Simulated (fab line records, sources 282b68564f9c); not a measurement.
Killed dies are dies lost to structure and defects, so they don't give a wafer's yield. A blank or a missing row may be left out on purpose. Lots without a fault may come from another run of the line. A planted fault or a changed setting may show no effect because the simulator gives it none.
fab line records | flow rit_cmos
record lots=13 wafers=39 last_day=8
route steps=202 shown NLDD@111
lots that met no fault: from a run of the same line without faults
start_h: hours from the record's first day to the start of the lot's first wafer shown | wait_h: hours since the lot's step before | " the same as in the row above | L1.1+2: a row that stands for several wafers | - no value, or no start given | * or withheld: withheld | < > ~ a bound
route shown NAME@n: a module of which the file shows steps, and the number in the route of the first | usual: mean/standard deviation of fault-free wafers | same: alike in all rows | chamber/n: place in a boat | sites: the reading at each site | _std_site: their standard deviation | _edge_site: outer sites' mean less inner sites' | radius_mm: how far each site lies from the wafer's centre | mask NAME#n: copy n | behind: the tool/chamber that last shaped the wafer | hold: why the lot was held/for how many hours/how that ended | device: the transistor (n, p or np) that didn't switch | end of line: the same wafers' tests at the end of the route | a step without rows: its recipe alone | killed: dies lost to structure and defects at the first sort, not the wafer's yield | map: a wafer's dies, x killed, . not, _ none there
set.NAME: the setting as run; set.NAME@STEP: as run at that earlier step | model.NAME: the simulator's own value behind a step, which no gauge read
steps of the route over a sample of lots; a table a step, a row a wafer
services: from which hour (start_h, from the record's first day; less than 0 if before it) a tool's chamber was out of use, for how many hours, and why
## steps
# step RIT_NLDD_IMPLANT_08
# recipe species=P energy_kev=20 dose_cm2=5e+14 tilt_deg=7
# usual beam_on_s=9.98/0.2 end_station_pressure_torr=6.25e-06/2.9e-07 faraday_current_uA=1576/32
# columns lot.wafer tool chamber start_h wait_h beam_on_s end_station_pressure_torr faraday_current_uA
L540.1 implanter-02 0 52.34 0.1 9.48 6.68e-06 1650
L540.2 " 0 " " 10.25 6.14e-06 1535
L540.6 " 0 " " 9.78 6.24e-06 1609
L541.2 implanter-01 0 52.83 0.1 10.08 6.36e-06 1573
L541.4 " 0 " " 10.42 5.83e-06 1495
L541.6 " 0 " " 9.78 5.91e-06 1606
L544.1 implanter-02 0 73.89 0.1 9.66 6.3e-06 1636
L544.2 " 0 " " 9.93 6.17e-06 1585
L544.6 " 0 " " 10.18 6.42e-06 1543
L549.1 implanter-04 0 87.86 0.1 13.52 6.44e-06 1162
L549.5 " 0 " " 13.49 6.12e-06 1169
L549.6 " 0 " " 14.23 5.96e-06 1102
L551.2 implanter-04 0 98.61 0.1 14.63 6.39e-06 1077
L551.5 " 0 " " 14.13 6.44e-06 1110
L551.6 " 0 " " 14.29 6.26e-06 1107
L553.4 implanter-02 0 111.21 0.1 10.01 6.83e-06 1571
L553.5 " 0 " " 10.11 6.53e-06 1556
L553.6 " 0 " " 9.81 6.17e-06 1602
L554.1 implanter-01 0 113.80 0.1 10.14 6.19e-06 1545
L554.2 " 0 " " 9.88 6.01e-06 1591
L554.6 " 0 " " 10.00 6.5e-06 1574
L556.2 implanter-01 0 124.98 0.1 9.81 5.73e-06 1603
L556.3 " 0 " " 9.87 6.23e-06 1592
L556.5 " 0 " " 9.89 5.91e-06 1583
L557.2 implanter-02 0 134.21 0.1 10.27 6.67e-06 1533
L557.5 " 0 " " 9.63 6.57e-06 1630
L557.6 " 0 " " 9.97 6.34e-06 1576
L558.1 implanter-01 0 141.28 0.1 9.86 6.37e-06 1597
L558.4 " 0 " " 10.06 6.41e-06 1558
L558.6 " 0 " " 9.73 6.18e-06 1613
L560.1 implanter-01 0 151.99 0.1 9.68 5.81e-06 1615
L560.3 " 0 " " 10.39 6.02e-06 1512
L560.4 " 0 " " 10.08 5.63e-06 1554
L562.4 implanter-02 0 166.79 0.1 9.93 6.14e-06 1583
L562.5 " 0 " " 10.13 5.73e-06 1550
L562.6 " 0 " " 9.95 6.25e-06 1584
L563.1 implanter-01 0 169.70 0.1 10.13 6.02e-06 1547
L563.4 " 0 " " 9.99 6.61e-06 1577
L563.6 " 0 " " 9.61 6.68e-06 1630
# step RIT_NLDD_TW_MEAS_10
# usual NLDD_TW=2482/22
# columns lot.wafer tool chamber start_h wait_h NLDD_TW
L540.1 film_metro-03 - 52.66 0.1 2529
L540.2 " - " " 2500
L540.6 " - " " 2520
L541.2 film_metro-03 - 53.14 0.1 2525
L541.4 " - " " 2524
L541.6 " - " " 2521
L544.1 film_metro-04 - 74.22 0.1 2466
L544.2 " - " " 2475
L544.6 " - " " 2457
L549.1 film_metro-01 - 88.19 0.1 2719
L549.5 " - " " 2708
L549.6 " - " " 2709
L551.2 film_metro-01 - 98.92 0.1 2711
L551.5 " - " " 2697
L551.6 " - " " 2718
L553.4 film_metro-01 - 111.49 0.1 2469
L553.5 " - " " 2491
L553.6 " - " " 2475
L554.1 film_metro-04 - 114.13 0.1 2452
L554.2 " - " " 2463
L554.6 " - " " 2443
L556.2 film_metro-03 - 125.29 0.1 2501
L556.3 " - " " 2517
L556.5 " - " " 2502
L557.2 film_metro-01 - 134.52 0.1 2459
L557.5 " - " " 2467
L557.6 " - " " 2471
L558.1 film_metro-01 - 141.60 0.1 2456
L558.4 " - " " 2459
L558.6 " - " " 2472
L560.1 film_metro-01 - 152.31 0.1 2497
L560.3 " - " " 2489
L560.4 " - " " 2494
L562.4 film_metro-04 - 167.07 0.1 2475
L562.5 " - " " 2482
L562.6 " - " " 2472
L563.1 film_metro-01 - 170.03 0.1 2467
L563.4 " - " " 2463
L563.6 " - " " 2474
# step RIT_SDANNEAL_RS_MEAS_07
# recipe thk_meas_gauge=four-point-probe
# usual NLDD_RS=151.6/0.5
# columns lot.wafer tool chamber start_h wait_h NLDD_RS[ohm/sq]
L540.1 film_metro-03 - 60.67 0.1 152.1
L540.2 " - " " 152.6
L540.6 " - " " 152.1
L541.2 film_metro-01 - 63.01 0.1 151.7
L541.4 " - " " 151.3
L541.6 " - " " 151.5
L544.1 film_metro-03 - 83.24 0.1 151.8
L544.2 " - " " 151.7
L544.6 " - " " 151.7
L549.1 film_metro-03 - 96.46 0.1 113.4
L549.5 " - " " 113.7
L549.6 " - " " 113.6
L551.2 film_metro-03 - 107.04 0.1 113.6
L551.5 " - " " 113.6
L551.6 " - " " 113.6
L553.4 film_metro-04 - 120.26 0.1 151.2
L553.5 " - " " 151.5
L553.6 " - " " 151.7
L554.1 film_metro-04 - 121.99 0.1 151.1
L554.2 " - " " 151.0
L554.6 " - " " 151.4
L556.2 film_metro-01 - 133.12 0.1 151.5
L556.3 " - " " 151.8
L556.5 " - " " 151.8
L557.2 film_metro-04 - 142.13 0.1 151.2
L557.5 " - " " 151.4
L557.6 " - " " 152.1
L558.1 film_metro-04 - 149.33 0.1 152.1
L558.4 " - " " 151.6
L558.6 " - " " 151.8
L560.1 film_metro-04 - 159.97 0.1 150.3
L560.3 " - " " 150.6
L560.4 " - " " 150.3
L562.4 film_metro-04 - 176.04 0.1 151.8
L562.5 " - " " 151.5
L562.6 " - " " 151.5
L563.1 film_metro-04 - 177.90 0.1 152.7
L563.4 " - " " 152.1
L563.6 " - " " 151.7
## services
# columns tool chamber start_h hours kind
implanter-01 - 37.41 1.2 repair
implanter-01 - 42.59 0.5 repair
implanter-01 - 53.73 1.6 repair
implanter-01 - 82.24 0.7 repair
implanter-02 - 104.09 5.3 repair
implanter-04 - 136.36 3.6 repair
implanter-02 - 153.01 0.5 repair
## key
first_sign step=RIT_NLDD_IMPLANT_08 reading=beam_on_s direction=up sigmas=20 usual=9.98 struck=14.05
effect step=RIT_NLDD_IMPLANT_08 reading=faraday_current_uA direction=down sigmas=14 usual=1576 struck=1121
effect step=RIT_NLDD_TW_MEAS_10 reading=NLDD_TW direction=up sigmas=10 usual=2482 struck=2710
effect step=RIT_SDANNEAL_RS_MEAS_07 reading=NLDD_RS direction=down sigmas=77 usual=151.6 struck=113.6
met_at RIT_NLDD_IMPLANT_08
struck_lots L549,L551
tester_left_out L549,L551
fault kind=process_parameter_drift tool=implanter-04 chamber=- onset_h=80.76 steps=RIT_NLDD_IMPLANT_08 channel=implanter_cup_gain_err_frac offset=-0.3 shape=step end_h=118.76
# tester_left_out: of these lots the tester's yield and bins aren't shown, on N5 and GAA mostly nor the transistor test; their killed dies are dies lost to structure and defects alone, not to doping, threshold or leakage, so they don't give the yield
